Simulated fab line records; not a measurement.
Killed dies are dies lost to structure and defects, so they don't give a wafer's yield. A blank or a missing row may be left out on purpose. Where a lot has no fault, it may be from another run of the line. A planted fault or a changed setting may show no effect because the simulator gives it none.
Split-lot study + flow ritCmos + 23 wafers read across 5 lots, on a route 202 steps long

## ON THE SPLIT
At RIT_PSD_IMPLANT_08, the setting energyKev was moved away from the recipe's 27 on 6 of the 23 wafers read, by -1.9% to +4.3%. This setting was run at the recipe's value on the other wafers.

## FROM THE SPLIT TO THE READING: what the file shows between them, 3 steps
- RIT_PSD_STRIP_09: strips in O2, time 180 s
- RIT_SDANNEAL_CLEAN_02: cleans in SC2, time 600 s
- RIT_SDANNEAL_RTA_03: time 5.234 s

## THE READING
PSD_RS in ohm/sq, measured at RIT_SDANNEAL_RS_MEAS_04 by four-point-probe. A value of 115.38 ohm/sq with a standard deviation of 0.28 ohm/sq is what fault-free wafers of this fab line usually give.

| wafer  | tool, chamber at the split | energyKev as run | against the recipe | PSD_RS, ohm/sq | against lot-mates on the recipe |
|--------|----------------------------|------------------|--------------------|----------------|---------------------------------|
| L076.1 | implanter-04, 0            | 27               | recipe             | 115.26         | -                               |
| L076.2 | implanter-04, 0            | 27               | recipe             | 114.93         | -                               |
| L076.3 | implanter-04, 0            | 27.65            | +2.4%              | 113.87         | -1.31                           |
| L076.4 | implanter-04, 0            | 27               | recipe             | 115.35         | -                               |
| L076.5 | implanter-04, 0            | 27.65            | +2.4%              | 114.00         | -1.18                           |
| L078.1 | implanter-01, 0            | 27               | recipe             | 115.24         | -                               |
| L078.2 | implanter-01, 0            | 27               | recipe             | 115.09         | -                               |
| L078.4 | implanter-01, 0            | 27               | recipe             | 115.52         | -                               |
| L078.5 | implanter-01, 0            | 27               | recipe             | 115.39         | -                               |
| L078.6 | implanter-01, 0            | 27               | recipe             | 115.52         | -                               |
| L080.1 | implanter-01, 0            | 27               | recipe             | 115.19         | -                               |
| L080.2 | implanter-01, 0            | 27               | recipe             | 115.41         | -                               |
| L080.3 | implanter-01, 0            | 27               | recipe             | 115.18         | -                               |
| L080.4 | implanter-01, 0            | 28.15            | +4.3%              | 112.56         | -2.70                           |
| L080.6 | implanter-01, 0            | 28.15            | +4.3%              | 112.47         | -2.79                           |
| L081.2 | implanter-03, 0            | 27               | recipe             | 115.42         | -                               |
| L081.3 | implanter-03, 0            | 27               | recipe             | 115.31         | -                               |
| L081.6 | implanter-03, 0            | 27               | recipe             | 115.31         | -                               |
| L083.1 | implanter-03, 0            | 27               | recipe             | 115.32         | -                               |
| L083.2 | implanter-03, 0            | 27               | recipe             | 115.13         | -                               |
| L083.3 | implanter-03, 0            | 26.5             | -1.9%              | 116.86         | +1.68                           |
| L083.4 | implanter-03, 0            | 26.5             | -1.9%              | 116.08         | +0.90                           |
| L083.6 | implanter-03, 0            | 27               | recipe             | 115.08         | -                               |

FIT RESULTS
A straight line over all 23 wafers: PSD_RS changes by -0.63 ohm/sq for each +1% of energyKev; r = -0.98; the points scatter about the line by 0.2 ohm/sq.
The same after taking each lot's own level away (the mean of its wafers on the recipe; 23 wafers): -0.629 ohm/sq for each +1%; r = -0.98; scatter 0.19 ohm/sq.
On that fit, the largest move of energyKev shifts the reading by 2.7 ohm/sq.
Measured against the standard deviation above, the lots' own levels, which go from 115.177 to 115.352 ohm/sq, span 0.6 times it.
Hence the lot-to-lot level has little effect on the slope; both slopes agree.
Check: -2.63 ohm/sq against its lot-mates is what the line predicts for one of the wafers moved furthest among these (+4.3%) when that wafer is left out of the fit. Against them it came out at -2.7 ohm/sq.

## THESE WAFERS: OTHER SPLITS
Other splits were also applied to these wafers ahead of the reading. Each is held against what the fit with the lots' levels taken away leaves over:
| other split on the same wafers     | wafers away from the commonest value | r with PSD_RS (lot level and that fit taken away) |
|------------------------------------|--------------------------------------|---------------------------------------------------|
| RIT_ACTIVE_CVD_03 timeS            | 10                                   | -0.03                                             |
| RIT_ACTIVE_DEVELOP_10 developTimeS | 9                                    | -0.08                                             |
| RIT_ACTIVE_ETCH_13 pressureMtorr   | 15                                   | -0.23                                             |
| RIT_PWELL_COAT_01 spinRpm          | 11                                   | -0.23                                             |
| RIT_PWELL_DEVELOP_05 developTimeS  | 8                                    | -0.04                                             |
| RIT_PRETRO_COAT_01 spinRpm         | 11                                   | -0.23                                             |
| RIT_GATE_SOFTBAKE_12 tempC         | 9                                    | -0.17                                             |
| RIT_GATE_DEVELOP_15 developTimeS   | 8                                    | +0.23                                             |
| RIT_REOX_OXIDATION_03 tempC        | 18                                   | -0.12                                             |
| RIT_PLDD_COAT_01 spinRpm           | 8                                    | -0.20                                             |
| RIT_SPACER_CLEAN_00 timeS          | 10                                   | +0.13                                             |

## THE WHOLE CHAIN: every reading that the file lists as answering this split, in the file's order
| step                    | what it does                 | reading                                                        | change (the file's fit)                | r (the file's) |
|-------------------------|------------------------------|----------------------------------------------------------------|----------------------------------------|----------------|
| RIT_PSD_IMPLANT_08      |                              | implant.rpNm (the simulator's own value, which no gauge read)  | +0.175 nm for each +1% of the setting  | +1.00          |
| RIT_PSD_IMPLANT_08      |                              | implant.drpNm (the simulator's own value, which no gauge read) | +0.0844 nm for each +1% of the setting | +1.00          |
| RIT_SDANNEAL_RS_MEAS_04 | measures by four-point-probe | PSD_RS                                                         | -0.625 for each +1% of the setting     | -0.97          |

## THE FILE'S OWN FIT
PSD_RS changes by -0.625 ohm/sq for each +1% of energyKev, r = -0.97.
